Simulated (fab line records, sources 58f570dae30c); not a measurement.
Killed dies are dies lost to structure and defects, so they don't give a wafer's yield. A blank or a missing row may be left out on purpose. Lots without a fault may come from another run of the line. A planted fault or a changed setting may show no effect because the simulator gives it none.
Which tool did it? | flow berkeley_cmos170 | 14 lots, 42 wafers sampled, at 4 steps of a route of 331

WHAT THE GAUGES READ, wafer by wafer
The record holds no reading of a measuring or inspecting step that can be judged against a usual standard deviation.

WHICH TOOL RAN EACH LOT (tool, then ch and the chambers of the sampled wafers, then the start)
lot  | UCB170_GATE_ETCH_15              | UCB170_PLDD_STRIP_10                 | UCB170_BACKSIDE_STRIP_03             | UCB170_SDANNEAL_RTA_01
L885 | rie_si-02 ch 0,1,3, day 6 00:51  | plasma_asher-04 ch 0,1, day 6 02:59  | plasma_asher-04 ch 0,1, day 6 16:55  | rtp_anneal-02 ch 0, day 6 17:20
L883 | rie_si-01 ch 0,1,2, day 6 01:04  | plasma_asher-03 ch 0,1, day 6 03:22  | plasma_asher-04 ch 1, day 6 17:31    | rtp_anneal-02 ch 0, day 6 17:52
L884 | rie_si-02 ch 0,1,3, day 6 01:11  | plasma_asher-04 ch 0, day 6 03:38    | plasma_asher-03 ch 0,1, day 6 17:10  | rtp_anneal-01 ch 0, day 6 17:34
L886 | rie_si-01 ch 0,1, day 6 08:52    | plasma_asher-04 ch 0,1, day 6 13:52  | plasma_asher-04 ch 1, day 7 01:28    | rtp_anneal-01 ch 0, day 7 01:49
L887 | rie_si-02 ch 0,1,3, day 6 09:01  | plasma_asher-03 ch 0,1, day 6 14:05  | plasma_asher-01 ch 0,1, day 7 01:34  | rtp_anneal-02 ch 0, day 7 01:59
L891 | rie_si-01 ch 0,2,3, day 8 05:56  | plasma_asher-01 ch 0,1, day 8 08:34  | plasma_asher-03 ch 0,1, day 8 19:14  | rtp_anneal-02 ch 0, day 8 19:37
L894 | rie_si-02 ch 1,2,3, day 8 05:59  | plasma_asher-03 ch 0,1, day 8 08:26  | plasma_asher-01 ch 0,1, day 8 18:35  | rtp_anneal-02 ch 0, day 8 19:03
L893 | rie_si-01 ch 2,3, day 8 06:13    | plasma_asher-03 ch 0,1, day 8 08:45  | plasma_asher-01 ch 0,1, day 8 19:05  | rtp_anneal-02 ch 0, day 8 19:27
L902 | rie_si-01 ch 0,1,3, day 10 08:50 | plasma_asher-01 ch 0,1, day 10 11:24 | plasma_asher-04 ch 0,1, day 10 22:26 | rtp_anneal-02 ch 0, day 10 22:48
L901 | rie_si-02 ch 1,2,3, day 10 08:51 | plasma_asher-03 ch 0,1, day 10 11:17 | plasma_asher-04 ch 0,1, day 10 22:39 | rtp_anneal-01 ch 0, day 10 23:12
L903 | rie_si-02 ch 1,2, day 10 17:28   | plasma_asher-04 ch 0,1, day 10 19:26 | plasma_asher-03 ch 0,1, day 11 05:32 | rtp_anneal-01 ch 0, day 11 05:52
L904 | rie_si-01 ch 1,2,3, day 10 17:47 | plasma_asher-01 ch 0,1, day 10 19:41 | plasma_asher-04 ch 0,1, day 11 06:05 | rtp_anneal-02 ch 0, day 11 06:27
L905 | rie_si-01 ch 0,1,2, day 11 07:08 | plasma_asher-01 ch 0,1, day 11 09:50 | plasma_asher-03 ch 1, day 11 22:14   | rtp_anneal-01 ch 0, day 11 22:37
L906 | rie_si-02 ch 1,2, day 11 07:16   | plasma_asher-01 ch 1, day 11 10:08   | plasma_asher-04 ch 0, day 11 22:46   | rtp_anneal-01 ch 0, day 11 23:11
- UCB170_GATE_ETCH_15: etches poly-Si in HBr/Cl2, stops on SiO2, time 56.3 s, target depth 278.2 nm.
- UCB170_PLDD_STRIP_10: strips in O2.
- UCB170_BACKSIDE_STRIP_03: strips in O2.
- UCB170_SDANNEAL_RTA_01: time 5 s.

WHAT THE TOOLS THEMSELVES READ (means of the sampled wafers that have a number; where no wafer has one, the mark that the record gives instead)
UCB170_GATE_ETCH_15.
lot  | tool      | bias_w (W) | drypump_motor_current_A (A) | he_backside_leak_sccm (sccm) | oes_product_au (a.u.) | throttle_valve_pct (%)
L885 | rie_si-02 | 150.1      | 5.9                         | 3.19                         | 0.826                 | 26.34
L883 | rie_si-01 | 150.6      | 5.8                         | 3.09                         | 0.826                 | 26.28
L884 | rie_si-02 | 149.7      | 5.9                         | 3.18                         | 0.823                 | 26.34
L886 | rie_si-01 | 149.6      | 6.1                         | 2.95                         | 0.820                 | 26.45
L887 | rie_si-02 | 150.3      | 5.9                         | 3.13                         | 0.843                 | 26.34
L891 | rie_si-01 | 150.7      | 5.9                         | 2.99                         | 0.830                 | 26.14
L894 | rie_si-02 | 150.4      | 5.7                         | 3.09                         | 0.835                 | 26.34
L893 | rie_si-01 | 150.2      | 5.9                         | 3.00                         | 0.837                 | 26.05
L902 | rie_si-01 | 150.0      | 6.1                         | 2.92                         | 0.821                 | 26.29
L901 | rie_si-02 | 150.0      | 5.7                         | 3.07                         | 0.827                 | 26.33
L903 | rie_si-02 | 149.5      | 5.9                         | 2.91                         | 0.851                 | 26.29
L904 | rie_si-01 | 149.9      | 6.1                         | 3.18                         | 0.831                 | 26.21
L905 | rie_si-01 | 150.6      | 5.8                         | 2.98                         | 0.828                 | 26.29
L906 | rie_si-02 | 150.2      | 5.9                         | 2.94                         | 0.846                 | 26.29

UCB170_PLDD_STRIP_10.
lot  | tool            | drypump_motor_current_A (A) | o2_flow_sccm (sccm) | oes_product_au (a.u.) | strip_time_to_endpoint_s (s)
L885 | plasma_asher-04 | 5.2                         | 399.5               | 0.734                 | 21.70
L883 | plasma_asher-03 | 5.5                         | 398.7               | 0.732                 | 21.67
L884 | plasma_asher-04 | 4.8                         | 399.1               | 0.730                 | 21.64
L886 | plasma_asher-04 | 5.2                         | 399.8               | 0.732                 | 21.73
L887 | plasma_asher-03 | 5.5                         | 400.8               | 0.734                 | 21.63
L891 | plasma_asher-01 | 5.4                         | 400.9               | 0.736                 | 21.75
L894 | plasma_asher-03 | 6.0                         | 400.5               | 0.735                 | 21.67
L893 | plasma_asher-03 | 6.0                         | 399.6               | 0.737                 | 21.65
L902 | plasma_asher-01 | 5.4                         | 399.5               | 0.733                 | 21.56
L901 | plasma_asher-03 | 6.0                         | 399.9               | 0.734                 | 21.71
L903 | plasma_asher-04 | 5.6                         | 400.2               | 0.729                 | 21.79
L904 | plasma_asher-01 | 5.4                         | 400.4               | 0.739                 | 21.72
L905 | plasma_asher-01 | 5.2                         | 400.3               | 0.729                 | 21.75
L906 | plasma_asher-01 | 5.5                         | 399.3               | 0.737                 | 21.62

UCB170_BACKSIDE_STRIP_03.
lot  | tool            | drypump_motor_current_A (A) | o2_flow_sccm (sccm) | oes_product_au (a.u.) | strip_time_to_endpoint_s (s)
L885 | plasma_asher-04 | 5.6                         | 399.9               | 0.733                 | 21.94
L883 | plasma_asher-04 | 6.0                         | 400.9               | 0.731                 | 21.99
L884 | plasma_asher-03 | 5.5                         | 399.8               | 0.736                 | 22.04
L886 | plasma_asher-04 | 6.0                         | 398.3               | 0.735                 | 22.08
L887 | plasma_asher-01 | 5.4                         | 399.8               | 0.731                 | 21.94
L891 | plasma_asher-03 | 5.5                         | 399.7               | 0.729                 | 22.10
L894 | plasma_asher-01 | 5.2                         | 400.3               | 0.256                 | 36.59
L893 | plasma_asher-01 | 5.4                         | 402.1               | 0.495                 | 29.35
L902 | plasma_asher-04 | 5.2                         | 401.1               | 0.734                 | 21.94
L901 | plasma_asher-04 | 5.1                         | 399.7               | 0.733                 | 21.94
L903 | plasma_asher-03 | 5.5                         | 401.2               | 0.732                 | 22.09
L904 | plasma_asher-04 | 5.2                         | 400.2               | 0.734                 | 21.99
L905 | plasma_asher-03 | 5.0                         | 400.3               | 0.731                 | 21.92
L906 | plasma_asher-04 | 4.8                         | 399.1               | 0.737                 | 22.01

UCB170_SDANNEAL_RTA_01.
lot  | tool          | lamp_power_pct (%) | wafer_temp_C_max
L885 | rtp_anneal-02 | 49                 | 1056.0
L883 | rtp_anneal-02 | 49                 | 1054.9
L884 | rtp_anneal-01 | 36                 | 1055.8
L886 | rtp_anneal-01 | 36                 | 1056.0
L887 | rtp_anneal-02 | 49                 | 1055.2
L891 | rtp_anneal-02 | 49                 | 1055.5
L894 | rtp_anneal-02 | 49                 | 1054.3
L893 | rtp_anneal-02 | 49                 | 1055.2
L902 | rtp_anneal-02 | 49                 | 1054.4
L901 | rtp_anneal-01 | 36                 | 1055.8
L903 | rtp_anneal-01 | 36                 | 1056.9
L904 | rtp_anneal-02 | 49                 | 1055.4
L905 | rtp_anneal-01 | 36                 | 1056.0
L906 | rtp_anneal-01 | 36                 | 1055.3

THE ANSWER, worked out from the rows above alone
Rule: what is usual is taken from the lots themselves. Put in order of their means at a reading, lots are off if they are a third of the lots or fewer, leave a main group of 4 or more, and stand apart from it by a gap of 3 or more times the standard deviation of the main group's means; of several such gaps the widest counts. A main group whose means are all the same, to the digits that the tables above print for the reading, isn't used. A lot without any number at a reading at which 4 lots or more have one is off too. The other lots that the step has rows for count as sound. The gauges are gone through in route order, then the tools' own readings, and for those a lot's mean is taken as printed above. The first step at which some lot is off is used, and at that step the reading that is off furthest; a lot without a number counts as furthest.
Off: L894, L893, at UCB170_BACKSIDE_STRIP_03 (strip_time_to_endpoint_s). The main group: mean 22.00 s, standard deviation 0.063.
A tool fits if, at that step or a process step before it, it ran every lot that is off, and no sound lot after the first of them. One fits: plasma_asher-01 at UCB170_BACKSIDE_STRIP_03. Its last sound lot is L887 (day 7 01:34), its first lot that is off L894 (day 8 18:35): a fault that began between those two fits.
The tool's own readings at UCB170_BACKSIDE_STRIP_03 bear it out: on the lots that are off they differ by more than 5 times the standard deviation of the sound lots' means. oes_product_au reads 0.376 a.u. there against 0.733 a.u. on the sound lots; strip_time_to_endpoint_s reads 32.97 s there against 22.00 s on the sound lots.

WHAT THE SIMULATOR HAD PUT IN
Process parameter drift: plasma_asher-01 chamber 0, from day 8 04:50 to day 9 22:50, at UCB170_BACKSIDE_STRIP_03. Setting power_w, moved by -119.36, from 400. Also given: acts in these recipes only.
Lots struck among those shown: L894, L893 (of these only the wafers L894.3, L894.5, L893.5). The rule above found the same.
